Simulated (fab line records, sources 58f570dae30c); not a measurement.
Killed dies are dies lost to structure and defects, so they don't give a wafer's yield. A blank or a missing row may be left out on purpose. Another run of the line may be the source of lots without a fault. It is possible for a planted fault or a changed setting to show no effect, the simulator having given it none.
fab line records :: flow berkeley-cmos170 :: part 2 of 2: steps 25 to 34 of 34
[record]
  lots = 5
  wafers = 15
  last-day = 12
route steps=331 shown NWELL@18 PWELL@34
lots with no fault: from the same line, run without faults
start-h: hours from the record's first day to the start of the lot's first wafer shown :: wait-h: time in hours since the lot's previous step :: " as in the row above :: L1.1+2: a single row standing in for several wafers :: - no value present, or no start provided :: * or withheld: withheld :: < > ~ a bound
route shown NAME@n: names a module that has steps shown in the file, with the first one's number in the route :: usual: mean and standard deviation over wafers with no fault :: same: alike in all rows :: chamber/n: place in a boat :: sites: the reading at each site :: _std_site: standard deviation of those values :: _edge_site: inner sites' mean taken away from outer sites' mean :: radius-mm: for every site, how far away it sits from the centre of the wafer :: mask NAME#n: copy n :: behind: tool/chamber where the wafer was last shaped :: hold: why the lot went on hold/how many hours it stayed there/how the hold came to an end :: device: which transistor (n, p or np) failed to switch :: end of line: the same wafers' tests at the end of the route :: a step given without rows: its recipe and nothing more :: killed: not the wafer's yield, but the dies lost to structure and defects at the first sort :: map: a wafer's dies, marking killed ones x, the rest . and places with no die _
set.NAME: the run value of the setting; set.NAME@STEP: its run value at that earlier step :: model.NAME: the simulator's own value behind a step, which no gauge read
lots at some steps of the route; a table a step, a row a wafer
services: a tool's chamber out of use, with start hour (start-h, from the record's first day; less than 0 if before it), hours out, and reason
[[steps]]
[step UCB170_PWELL_COAT_08]
[recipe]
  resist = KrF
  spin-rpm = 1500
  resist-thk-nm = 900
[usual]
  chill-plate-temp-C = 23.00/0.11
  spin-speed-rpm = 1500.1/1.2
lot.wafer: L074.4
tool: litho-track-02
chamber: 0
start-h: 44.83
wait-h: 0.1
chill-plate-temp-C: 22.93
spin-speed-rpm: 1501.3

lot.wafer: L074.5
tool: litho-track-02
chamber: 0
start-h: 44.83
wait-h: 0.1
chill-plate-temp-C: 22.99
spin-speed-rpm: 1501.2

lot.wafer: L074.6
tool: litho-track-02
chamber: 0
start-h: 44.83
wait-h: 0.1
chill-plate-temp-C: 22.90
spin-speed-rpm: 1501.9

lot.wafer: L083.3
tool: litho-track-01
chamber: 0
start-h: 99.20
wait-h: 0.1
chill-plate-temp-C: 23.10
spin-speed-rpm: 1500.0

lot.wafer: L083.4
tool: litho-track-01
chamber: 0
start-h: 99.20
wait-h: 0.1
chill-plate-temp-C: 23.06
spin-speed-rpm: 1500.9

lot.wafer: L083.6
tool: litho-track-01
chamber: 0
start-h: 99.20
wait-h: 0.1
chill-plate-temp-C: 23.10
spin-speed-rpm: 1499.2

lot.wafer: L085.1
tool: litho-track-02
chamber: 0
start-h: 116.12
wait-h: 0.1
chill-plate-temp-C: 22.99
spin-speed-rpm: 1499.9

lot.wafer: L085.5
tool: litho-track-02
chamber: 0
start-h: 116.12
wait-h: 0.1
chill-plate-temp-C: 23.10
spin-speed-rpm: 1499.6

lot.wafer: L085.6
tool: litho-track-02
chamber: 0
start-h: 116.12
wait-h: 0.1
chill-plate-temp-C: 22.92
spin-speed-rpm: 1499.0

lot.wafer: L089.1
tool: litho-track-02
chamber: 0
start-h: 131.89
wait-h: 0.1
chill-plate-temp-C: 23.11
spin-speed-rpm: 1499.6

lot.wafer: L089.2
tool: litho-track-02
chamber: 0
start-h: 131.89
wait-h: 0.1
chill-plate-temp-C: 23.01
spin-speed-rpm: 1500.7

lot.wafer: L089.6
tool: litho-track-02
chamber: 0
start-h: 131.89
wait-h: 0.1
chill-plate-temp-C: 23.23
spin-speed-rpm: 1497.5

lot.wafer: L091.3
tool: litho-track-01
chamber: 0
start-h: 144.29
wait-h: 0.1
chill-plate-temp-C: 22.96
spin-speed-rpm: 1500.4

lot.wafer: L091.5
tool: litho-track-01
chamber: 0
start-h: 144.29
wait-h: 0.1
chill-plate-temp-C: 22.94
spin-speed-rpm: 1500.9

lot.wafer: L091.6
tool: litho-track-01
chamber: 0
start-h: 144.29
wait-h: 0.1
chill-plate-temp-C: 22.83
spin-speed-rpm: 1500.3
[step UCB170_PWELL_SOFTBAKE_09]
[recipe]
  resist = KrF
  temp-c = 130
  time-s = 60
[usual]
  chill-plate-temp-C = 22.99/0.098
lot.wafer: L074.4
tool: litho-track-02
chamber: 0
start-h: 44.98
wait-h: 0.1
chill-plate-temp-C: 23.04

lot.wafer: L074.5
tool: litho-track-02
chamber: 0
start-h: 44.98
wait-h: 0.1
chill-plate-temp-C: 22.94

lot.wafer: L074.6
tool: litho-track-02
chamber: 0
start-h: 44.98
wait-h: 0.1
chill-plate-temp-C: 23.02

lot.wafer: L083.3
tool: litho-track-01
chamber: 0
start-h: 99.35
wait-h: 0.1
chill-plate-temp-C: 23.06

lot.wafer: L083.4
tool: litho-track-01
chamber: 0
start-h: 99.35
wait-h: 0.1
chill-plate-temp-C: 23.02

lot.wafer: L083.6
tool: litho-track-01
chamber: 0
start-h: 99.35
wait-h: 0.1
chill-plate-temp-C: 23.05

lot.wafer: L085.1
tool: litho-track-02
chamber: 0
start-h: 116.27
wait-h: 0.1
chill-plate-temp-C: 22.97

lot.wafer: L085.5
tool: litho-track-02
chamber: 0
start-h: 116.27
wait-h: 0.1
chill-plate-temp-C: 23.07

lot.wafer: L085.6
tool: litho-track-02
chamber: 0
start-h: 116.27
wait-h: 0.1
chill-plate-temp-C: 23.15

lot.wafer: L089.1
tool: litho-track-02
chamber: 0
start-h: 132.04
wait-h: 0.1
chill-plate-temp-C: 22.92

lot.wafer: L089.2
tool: litho-track-02
chamber: 0
start-h: 132.04
wait-h: 0.1
chill-plate-temp-C: 22.91

lot.wafer: L089.6
tool: litho-track-02
chamber: 0
start-h: 132.04
wait-h: 0.1
chill-plate-temp-C: 22.87

lot.wafer: L091.3
tool: litho-track-01
chamber: 0
start-h: 144.44
wait-h: 0.1
chill-plate-temp-C: 23.02

lot.wafer: L091.5
tool: litho-track-01
chamber: 0
start-h: 144.44
wait-h: 0.1
chill-plate-temp-C: 22.91

lot.wafer: L091.6
tool: litho-track-01
chamber: 0
start-h: 144.44
wait-h: 0.1
chill-plate-temp-C: 22.93
[step UCB170_PWELL_EXPOSE_10]
[recipe]
  mask-id = PWELL
  target-cd-nm = 3000
  na = 0.5
  sigma-outer = 0.6
  source-shape = conventional
  dose-mj = 19
lot.wafer: L074.4+5+6
tool: krf-scanner-01
chamber: 0
start-h: 45.53
wait-h: 0.5
mask: PWELL#0

lot.wafer: L083.3+4+6
tool: krf-scanner-01
chamber: 0
start-h: 99.74
wait-h: 0.4
mask: PWELL#0

lot.wafer: L085.1+5+6
tool: krf-scanner-02
chamber: 0
start-h: 116.55
wait-h: 0.2
mask: PWELL#0

lot.wafer: L089.1+2+6
tool: krf-scanner-01
chamber: 0
start-h: 132.31
wait-h: 0.2
mask: PWELL#0

lot.wafer: L091.3+5+6
tool: krf-scanner-01
chamber: 0
start-h: 144.80
wait-h: 0.3
mask: PWELL#0
[step UCB170_PWELL_PEB_11]
[recipe]
  peb-temp-c = 130
  peb-time-s = withheld
  resist = KrF
[usual]
  chill-plate-temp-C = 23.01/0.1
lot.wafer: L074.4
tool: litho-track-02
chamber: 0
start-h: 46.13
wait-h: 0.6
chill-plate-temp-C: 23.10

lot.wafer: L074.5
tool: litho-track-02
chamber: 0
start-h: 46.13
wait-h: 0.6
chill-plate-temp-C: 23.06

lot.wafer: L074.6
tool: litho-track-02
chamber: 0
start-h: 46.13
wait-h: 0.6
chill-plate-temp-C: 23.04

lot.wafer: L083.3
tool: litho-track-02
chamber: 0
start-h: 100.01
wait-h: 0.3
chill-plate-temp-C: 22.95

lot.wafer: L083.4
tool: litho-track-02
chamber: 0
start-h: 100.01
wait-h: 0.3
chill-plate-temp-C: 22.85

lot.wafer: L083.6
tool: litho-track-02
chamber: 0
start-h: 100.01
wait-h: 0.3
chill-plate-temp-C: 22.90

lot.wafer: L085.1
tool: litho-track-04
chamber: 0
start-h: 116.66
wait-h: 0.1
chill-plate-temp-C: 23.07

lot.wafer: L085.5
tool: litho-track-04
chamber: 0
start-h: 116.66
wait-h: 0.1
chill-plate-temp-C: 23.03

lot.wafer: L085.6
tool: litho-track-04
chamber: 0
start-h: 116.66
wait-h: 0.1
chill-plate-temp-C: 23.09

lot.wafer: L089.1
tool: litho-track-01
chamber: 0
start-h: 132.74
wait-h: 0.4
chill-plate-temp-C: 23.06

lot.wafer: L089.2
tool: litho-track-01
chamber: 0
start-h: 132.74
wait-h: 0.4
chill-plate-temp-C: 23.05

lot.wafer: L089.6
tool: litho-track-01
chamber: 0
start-h: 132.74
wait-h: 0.4
chill-plate-temp-C: 23.10

lot.wafer: L091.3
tool: litho-track-04
chamber: 0
start-h: 144.96
wait-h: 0.1
chill-plate-temp-C: 22.88

lot.wafer: L091.5
tool: litho-track-04
chamber: 0
start-h: 144.96
wait-h: 0.1
chill-plate-temp-C: 23.00

lot.wafer: L091.6
tool: litho-track-04
chamber: 0
start-h: 144.96
wait-h: 0.1
chill-plate-temp-C: 22.96
[step UCB170_PWELL_DEVELOP_12]
[recipe]
  developer = TMAH
  develop-time-s = 45
  resist = KrF
  dev-temp-c = 21
[usual]
  chill-plate-temp-C = 23.00/0.094
lot.wafer: L074.4
tool: litho-track-02
chamber: 0
start-h: -
wait-h: -
chill-plate-temp-C: 22.92

lot.wafer: L074.5
tool: litho-track-02
chamber: 0
start-h: -
wait-h: -
chill-plate-temp-C: 22.78

lot.wafer: L074.6
tool: litho-track-02
chamber: 0
start-h: -
wait-h: -
chill-plate-temp-C: 22.92

lot.wafer: L083.3
tool: litho-track-02
chamber: 0
start-h: -
wait-h: -
chill-plate-temp-C: 22.98

lot.wafer: L083.4
tool: litho-track-02
chamber: 0
start-h: -
wait-h: -
chill-plate-temp-C: 22.89

lot.wafer: L083.6
tool: litho-track-02
chamber: 0
start-h: -
wait-h: -
chill-plate-temp-C: 23.03

lot.wafer: L085.1
tool: litho-track-04
chamber: 0
start-h: -
wait-h: -
chill-plate-temp-C: 23.03

lot.wafer: L085.5
tool: litho-track-04
chamber: 0
start-h: -
wait-h: -
chill-plate-temp-C: 23.05

lot.wafer: L085.6
tool: litho-track-04
chamber: 0
start-h: -
wait-h: -
chill-plate-temp-C: 22.98

lot.wafer: L089.1
tool: litho-track-01
chamber: 0
start-h: -
wait-h: -
chill-plate-temp-C: 22.97

lot.wafer: L089.2
tool: litho-track-01
chamber: 0
start-h: -
wait-h: -
chill-plate-temp-C: 22.90

lot.wafer: L089.6
tool: litho-track-01
chamber: 0
start-h: -
wait-h: -
chill-plate-temp-C: 23.12

lot.wafer: L091.3
tool: litho-track-04
chamber: 0
start-h: -
wait-h: -
chill-plate-temp-C: 23.03

lot.wafer: L091.5
tool: litho-track-04
chamber: 0
start-h: -
wait-h: -
chill-plate-temp-C: 22.94

lot.wafer: L091.6
tool: litho-track-04
chamber: 0
start-h: -
wait-h: -
chill-plate-temp-C: 22.82
[step UCB170_PWELL_OVL_MEAS_13]
[usual]
  PWELL_OVL = -1/5.3
lot.wafer: L074.4
tool: overlay-02
chamber: -
start-h: 46.35
wait-h: -
PWELL_OVL[nm]: -6

lot.wafer: L074.5
tool: overlay-02
chamber: -
start-h: 46.35
wait-h: -
PWELL_OVL[nm]: -2

lot.wafer: L074.6
tool: overlay-02
chamber: -
start-h: 46.35
wait-h: -
PWELL_OVL[nm]: -2

lot.wafer: L083.3
tool: overlay-01
chamber: -
start-h: 100.25
wait-h: -
PWELL_OVL[nm]: 7

lot.wafer: L083.4
tool: overlay-01
chamber: -
start-h: 100.25
wait-h: -
PWELL_OVL[nm]: 6

lot.wafer: L083.6
tool: overlay-01
chamber: -
start-h: 100.25
wait-h: -
PWELL_OVL[nm]: 9

lot.wafer: L085.1
tool: overlay-01
chamber: -
start-h: 116.94
wait-h: -
PWELL_OVL[nm]: 4

lot.wafer: L085.5
tool: overlay-01
chamber: -
start-h: 116.94
wait-h: -
PWELL_OVL[nm]: -1

lot.wafer: L085.6
tool: overlay-01
chamber: -
start-h: 116.94
wait-h: -
PWELL_OVL[nm]: 0

lot.wafer: L089.1
tool: overlay-02
chamber: -
start-h: 133.01
wait-h: -
PWELL_OVL[nm]: 2

lot.wafer: L089.2
tool: overlay-02
chamber: -
start-h: 133.01
wait-h: -
PWELL_OVL[nm]: -4

lot.wafer: L089.6
tool: overlay-02
chamber: -
start-h: 133.01
wait-h: -
PWELL_OVL[nm]: -7

lot.wafer: L091.3
tool: overlay-01
chamber: -
start-h: 145.19
wait-h: -
PWELL_OVL[nm]: -2

lot.wafer: L091.5
tool: overlay-01
chamber: -
start-h: 145.19
wait-h: -
PWELL_OVL[nm]: -7

lot.wafer: L091.6
tool: overlay-01
chamber: -
start-h: 145.19
wait-h: -
PWELL_OVL[nm]: -9
[step UCB170_PWELL_ETCH_14]
[recipe]
  chemistry = CH3F/Ar/O2
  target = Si3N4
  stop-on = SiO2
  CH3F_flow_sccm = 20
  Ar_flow_sccm = 50
  O2_flow_sccm = 7
  pressure-mtorr = 50
  rf-w = 450
  target-depth-a = 2420
  over-etch-frac = 0.1
  time-s = 151
[usual]
  O2_flow_sccm = 6.999/0.019
  drypump-motor-current-A = 5.7/0.5
  oes-product-au = 0.945/0.013
  throttle-valve-pct = 8.03/0.12
[same]
  over-etch-frac = 0.1
lot.wafer: L074.4
tool: rie-diel-03
chamber: 3
start-h: 46.37
wait-h: 0.0
O2_flow_sccm: 6.975
drypump-motor-current-A: 4.9
oes-product-au: 0.976
rf-hours-counter-h: 12
throttle-valve-pct: 8.09

lot.wafer: L074.5
tool: rie-diel-03
chamber: 2
start-h: 46.37
wait-h: 0.0
O2_flow_sccm: 7.021
drypump-motor-current-A: 5.3
oes-product-au: 0.949
rf-hours-counter-h: -
throttle-valve-pct: 7.85

lot.wafer: L074.6
tool: rie-diel-03
chamber: 1
start-h: 46.37
wait-h: 0.0
O2_flow_sccm: 6.992
drypump-motor-current-A: 5.1
oes-product-au: 0.945
rf-hours-counter-h: -
throttle-valve-pct: 8.04

lot.wafer: L083.3
tool: rie-diel-02
chamber: 0
start-h: 100.27
wait-h: 0.0
O2_flow_sccm: 7.018
drypump-motor-current-A: 5.5
oes-product-au: 0.953
rf-hours-counter-h: 129
throttle-valve-pct: 7.87

lot.wafer: L083.4
tool: rie-diel-02
chamber: 1
start-h: 100.27
wait-h: 0.0
O2_flow_sccm: 7.004
drypump-motor-current-A: 5.9
oes-product-au: 0.948
rf-hours-counter-h: 66
throttle-valve-pct: 8.00

lot.wafer: L083.6
tool: rie-diel-02
chamber: 0
start-h: 100.27
wait-h: 0.0
O2_flow_sccm: 7.048
drypump-motor-current-A: 5.5
oes-product-au: 0.948
rf-hours-counter-h: -
throttle-valve-pct: 7.88

lot.wafer: L085.1
tool: rie-diel-03
chamber: 1
start-h: 116.97
wait-h: 0.0
O2_flow_sccm: 6.954
drypump-motor-current-A: 5.1
oes-product-au: 0.941
rf-hours-counter-h: 96
throttle-valve-pct: 8.03

lot.wafer: L085.5
tool: rie-diel-03
chamber: 1
start-h: 116.97
wait-h: 0.0
O2_flow_sccm: 6.968
drypump-motor-current-A: 5.1
oes-product-au: 0.942
rf-hours-counter-h: -
throttle-valve-pct: 8.03

lot.wafer: L085.6
tool: rie-diel-03
chamber: 0
start-h: 116.97
wait-h: 0.0
O2_flow_sccm: 7.015
drypump-motor-current-A: 5.7
oes-product-au: 0.944
rf-hours-counter-h: -
throttle-valve-pct: 8.07

lot.wafer: L089.1
tool: rie-diel-02
chamber: 3
start-h: 133.05
wait-h: 0.0
O2_flow_sccm: 6.995
drypump-motor-current-A: 6.3
oes-product-au: 0.951
rf-hours-counter-h: 13
throttle-valve-pct: 7.94

lot.wafer: L089.2
tool: rie-diel-02
chamber: 1
start-h: 133.05
wait-h: 0.0
O2_flow_sccm: 6.967
drypump-motor-current-A: 5.9
oes-product-au: 0.924
rf-hours-counter-h: 67
throttle-valve-pct: 7.99

lot.wafer: L089.6
tool: rie-diel-02
chamber: 0
start-h: 133.05
wait-h: 0.0
O2_flow_sccm: 6.981
drypump-motor-current-A: 5.5
oes-product-au: 0.941
rf-hours-counter-h: -
throttle-valve-pct: 7.86

lot.wafer: L091.3
tool: rie-diel-01
chamber: 2
start-h: 145.22
wait-h: 0.0
O2_flow_sccm: 6.999
drypump-motor-current-A: 5.9
oes-product-au: 0.936
rf-hours-counter-h: 5
throttle-valve-pct: 8.01

lot.wafer: L091.5
tool: rie-diel-01
chamber: 3
start-h: 145.22
wait-h: 0.0
O2_flow_sccm: 7.005
drypump-motor-current-A: 5.9
oes-product-au: 0.942
rf-hours-counter-h: -
throttle-valve-pct: 7.93

lot.wafer: L091.6
tool: rie-diel-01
chamber: 0
start-h: 145.22
wait-h: 0.0
O2_flow_sccm: 7.017
drypump-motor-current-A: 6.8
oes-product-au: 0.918
rf-hours-counter-h: -
throttle-valve-pct: 8.11
[step UCB170_PWELL_IMPLANT_15]
[recipe]
  species = B
  dose-cm2 = 5e+12
  energy-kev = 60
  tilt-deg = 7
[usual]
  faraday-current-uA = 15.86/0.3
lot.wafer: L074.4
tool: implanter-03
chamber: 0
start-h: 46.54
wait-h: 0.1
faraday-current-uA: 15.46

lot.wafer: L074.5
tool: implanter-03
chamber: 0
start-h: 46.54
wait-h: 0.1
faraday-current-uA: 16.00

lot.wafer: L074.6
tool: implanter-03
chamber: 0
start-h: 46.54
wait-h: 0.1
faraday-current-uA: 16.22

lot.wafer: L083.3
tool: implanter-02
chamber: 0
start-h: 100.42
wait-h: 0.1
faraday-current-uA: 15.68

lot.wafer: L083.4
tool: implanter-02
chamber: 0
start-h: 100.42
wait-h: 0.1
faraday-current-uA: 16.44

lot.wafer: L083.6
tool: implanter-02
chamber: 0
start-h: 100.42
wait-h: 0.1
faraday-current-uA: 15.94

lot.wafer: L085.1
tool: implanter-03
chamber: 0
start-h: 117.07
wait-h: 0.1
faraday-current-uA: 15.31

lot.wafer: L085.5
tool: implanter-03
chamber: 0
start-h: 117.07
wait-h: 0.1
faraday-current-uA: 15.57

lot.wafer: L085.6
tool: implanter-03
chamber: 0
start-h: 117.07
wait-h: 0.1
faraday-current-uA: 16.18

lot.wafer: L089.1
tool: implanter-01
chamber: 0
start-h: 133.15
wait-h: 0.1
faraday-current-uA: 15.56

lot.wafer: L089.2
tool: implanter-01
chamber: 0
start-h: 133.15
wait-h: 0.1
faraday-current-uA: 16.18

lot.wafer: L089.6
tool: implanter-01
chamber: 0
start-h: 133.15
wait-h: 0.1
faraday-current-uA: 15.93

lot.wafer: L091.3
tool: implanter-03
chamber: 0
start-h: 145.37
wait-h: 0.1
faraday-current-uA: 15.87

lot.wafer: L091.5
tool: implanter-03
chamber: 0
start-h: 145.37
wait-h: 0.1
faraday-current-uA: 15.85

lot.wafer: L091.6
tool: implanter-03
chamber: 0
start-h: 145.37
wait-h: 0.1
faraday-current-uA: 15.73
[step UCB170_PWELL_STRIP_16]
[recipe]
  chemistry = O2
  power-w = 400
  pressure-mtorr = 3500
  platen-temp-c = withheld
  o2-flow-sccm = 400
  overash-fraction = 0.5
[usual]
  drypump-motor-current-A = 6.11/0.28
  o2-flow-sccm = 400.1/1.1
  oes-product-au = 0.721/0.0046
  strip-time-to-endpoint-s = 18.07/0.07
lot.wafer: L074.4
tool: plasma-asher-04
chamber: 0
start-h: 46.65
wait-h: 0.1
drypump-motor-current-A: 6.38
o2-flow-sccm: 402.4
oes-product-au: 0.721
rf-hours-counter-h: -
strip-time-to-endpoint-s: 18.04

lot.wafer: L074.5
tool: plasma-asher-04
chamber: 0
start-h: 46.65
wait-h: 0.1
drypump-motor-current-A: 6.40
o2-flow-sccm: 401.3
oes-product-au: 0.724
rf-hours-counter-h: -
strip-time-to-endpoint-s: 17.93

lot.wafer: L074.6
tool: plasma-asher-04
chamber: 1
start-h: 46.65
wait-h: 0.1
drypump-motor-current-A: 6.02
o2-flow-sccm: 399.0
oes-product-au: 0.709
rf-hours-counter-h: -
strip-time-to-endpoint-s: 18.02

lot.wafer: L083.3
tool: plasma-asher-02
chamber: 0
start-h: 100.56
wait-h: 0.1
drypump-motor-current-A: 6.22
o2-flow-sccm: 397.5
oes-product-au: 0.717
rf-hours-counter-h: -
strip-time-to-endpoint-s: 18.17

lot.wafer: L083.4
tool: plasma-asher-02
chamber: 1
start-h: 100.56
wait-h: 0.1
drypump-motor-current-A: 5.70
o2-flow-sccm: 398.8
oes-product-au: 0.720
rf-hours-counter-h: -
strip-time-to-endpoint-s: 18.25

lot.wafer: L083.6
tool: plasma-asher-02
chamber: 1
start-h: 100.56
wait-h: 0.1
drypump-motor-current-A: 5.70
o2-flow-sccm: 400.7
oes-product-au: 0.729
rf-hours-counter-h: -
strip-time-to-endpoint-s: 18.19

lot.wafer: L085.1
tool: plasma-asher-02
chamber: 1
start-h: 117.22
wait-h: 0.1
drypump-motor-current-A: 5.68
o2-flow-sccm: 399.1
oes-product-au: 0.717
rf-hours-counter-h: 33
strip-time-to-endpoint-s: 18.09

lot.wafer: L085.5
tool: plasma-asher-02
chamber: 1
start-h: 117.22
wait-h: 0.1
drypump-motor-current-A: 5.69
o2-flow-sccm: 399.6
oes-product-au: 0.716
rf-hours-counter-h: -
strip-time-to-endpoint-s: 18.11

lot.wafer: L085.6
tool: plasma-asher-02
chamber: 0
start-h: 117.22
wait-h: 0.1
drypump-motor-current-A: 6.19
o2-flow-sccm: 400.0
oes-product-au: 0.719
rf-hours-counter-h: -
strip-time-to-endpoint-s: 18.09

lot.wafer: L089.1
tool: plasma-asher-04
chamber: 0
start-h: 133.30
wait-h: 0.1
drypump-motor-current-A: 6.35
o2-flow-sccm: 400.9
oes-product-au: 0.714
rf-hours-counter-h: 48
strip-time-to-endpoint-s: 18.01

lot.wafer: L089.2
tool: plasma-asher-04
chamber: 1
start-h: 133.30
wait-h: 0.1
drypump-motor-current-A: 6.05
o2-flow-sccm: 399.4
oes-product-au: 0.724
rf-hours-counter-h: 48
strip-time-to-endpoint-s: 17.99

lot.wafer: L089.6
tool: plasma-asher-04
chamber: 1
start-h: 133.30
wait-h: 0.1
drypump-motor-current-A: 6.03
o2-flow-sccm: 399.4
oes-product-au: 0.722
rf-hours-counter-h: -
strip-time-to-endpoint-s: 18.01

lot.wafer: L091.3
tool: plasma-asher-02
chamber: 0
start-h: 145.50
wait-h: 0.1
drypump-motor-current-A: 6.21
o2-flow-sccm: 399.9
oes-product-au: 0.723
rf-hours-counter-h: -
strip-time-to-endpoint-s: 18.13

lot.wafer: L091.5
tool: plasma-asher-02
chamber: 0
start-h: 145.50
wait-h: 0.1
drypump-motor-current-A: 6.19
o2-flow-sccm: 400.0
oes-product-au: 0.723
rf-hours-counter-h: -
strip-time-to-endpoint-s: 18.10

lot.wafer: L091.6
tool: plasma-asher-02
chamber: 1
start-h: 145.50
wait-h: 0.1
drypump-motor-current-A: 5.68
o2-flow-sccm: 400.5
oes-product-au: 0.730
rf-hours-counter-h: -
strip-time-to-endpoint-s: 18.00
[step UCB170_PWELL_TW_MEAS_17]
[usual]
  PWELL_TW = 377.8/2.5
lot.wafer: L074.4
tool: film-metro-02
chamber: -
start-h: 46.75
wait-h: 0.1
PWELL_TW: 379.4

lot.wafer: L074.5
tool: film-metro-02
chamber: -
start-h: 46.75
wait-h: 0.1
PWELL_TW: 381.3

lot.wafer: L074.6
tool: film-metro-02
chamber: -
start-h: 46.75
wait-h: 0.1
PWELL_TW: 382.6

lot.wafer: L083.3
tool: film-metro-01
chamber: -
start-h: 100.64
wait-h: 0.1
PWELL_TW: 374.7

lot.wafer: L083.4
tool: film-metro-01
chamber: -
start-h: 100.64
wait-h: 0.1
PWELL_TW: 373.5

lot.wafer: L083.6
tool: film-metro-01
chamber: -
start-h: 100.64
wait-h: 0.1
PWELL_TW: 375.5

lot.wafer: L085.1
tool: film-metro-01
chamber: -
start-h: 117.32
wait-h: 0.1
PWELL_TW: 374.5

lot.wafer: L085.5
tool: film-metro-01
chamber: -
start-h: 117.32
wait-h: 0.1
PWELL_TW: 376.2

lot.wafer: L085.6
tool: film-metro-01
chamber: -
start-h: 117.32
wait-h: 0.1
PWELL_TW: 375.4

lot.wafer: L089.1
tool: film-metro-01
chamber: -
start-h: 133.40
wait-h: 0.1
PWELL_TW: 377.4

lot.wafer: L089.2
tool: film-metro-01
chamber: -
start-h: 133.40
wait-h: 0.1
PWELL_TW: 377.3

lot.wafer: L089.6
tool: film-metro-01
chamber: -
start-h: 133.40
wait-h: 0.1
PWELL_TW: 377.6

lot.wafer: L091.3
tool: film-metro-03
chamber: -
start-h: 145.59
wait-h: 0.1
PWELL_TW: 377.4

lot.wafer: L091.5
tool: film-metro-03
chamber: -
start-h: 145.59
wait-h: 0.1
PWELL_TW: 375.9

lot.wafer: L091.6
tool: film-metro-03
chamber: -
start-h: 145.59
wait-h: 0.1
PWELL_TW: 377.1
[[services]]
tool: implanter-02
chamber: -
start-h: 9.91
hours: 4.3
kind: pm

tool: krf-scanner-01
chamber: -
start-h: 24.96
hours: 1.0
kind: pm

tool: plasma-asher-02
chamber: -
start-h: 31.56
hours: 3.6
kind: repair

tool: rie-diel-02
chamber: 2
start-h: 42.10
hours: 4.7
kind: repair

tool: krf-scanner-02
chamber: -
start-h: 46.25
hours: 0.3
kind: repair

tool: krf-scanner-02
chamber: -
start-h: 56.84
hours: 7.2
kind: pm

tool: krf-scanner-01
chamber: -
start-h: 64.09
hours: 0.2
kind: repair

tool: rie-diel-02
chamber: -
start-h: 74.80
hours: 14.6
kind: pm

tool: plasma-asher-02
chamber: -
start-h: 75.88
hours: 15.6
kind: pm

tool: krf-scanner-01
chamber: -
start-h: 76.51
hours: 0.8
kind: pm

tool: krf-scanner-02
chamber: -
start-h: 79.75
hours: 4.4
kind: pm

tool: krf-scanner-02
chamber: -
start-h: 84.12
hours: 1.3
kind: pm

tool: plasma-asher-02
chamber: -
start-h: 97.55
hours: 0.5
kind: repair

tool: krf-scanner-02
chamber: -
start-h: 98.46
hours: 3.9
kind: repair

tool: rie-diel-03
chamber: -
start-h: 115.03
hours: 1.2
kind: repair

tool: krf-scanner-02
chamber: -
start-h: 117.52
hours: 1.0
kind: pm

tool: krf-scanner-01
chamber: -
start-h: 119.05
hours: 1.3
kind: pm

tool: implanter-03
chamber: -
start-h: 131.39
hours: 2.0
kind: repair

tool: krf-scanner-02
chamber: -
start-h: 133.40
hours: 0.8
kind: pm

tool: implanter-03
chamber: -
start-h: 137.34
hours: 1.7
kind: repair

tool: furnace-01
chamber: -
start-h: 138.18
hours: 3.8
kind: pm

tool: implanter-03
chamber: -
start-h: 139.08
hours: 2.5
kind: pm

tool: implanter-02
chamber: -
start-h: 142.13
hours: 6.8
kind: repair

tool: plasma-asher-04
chamber: -
start-h: 143.24
hours: 0.4
kind: repair
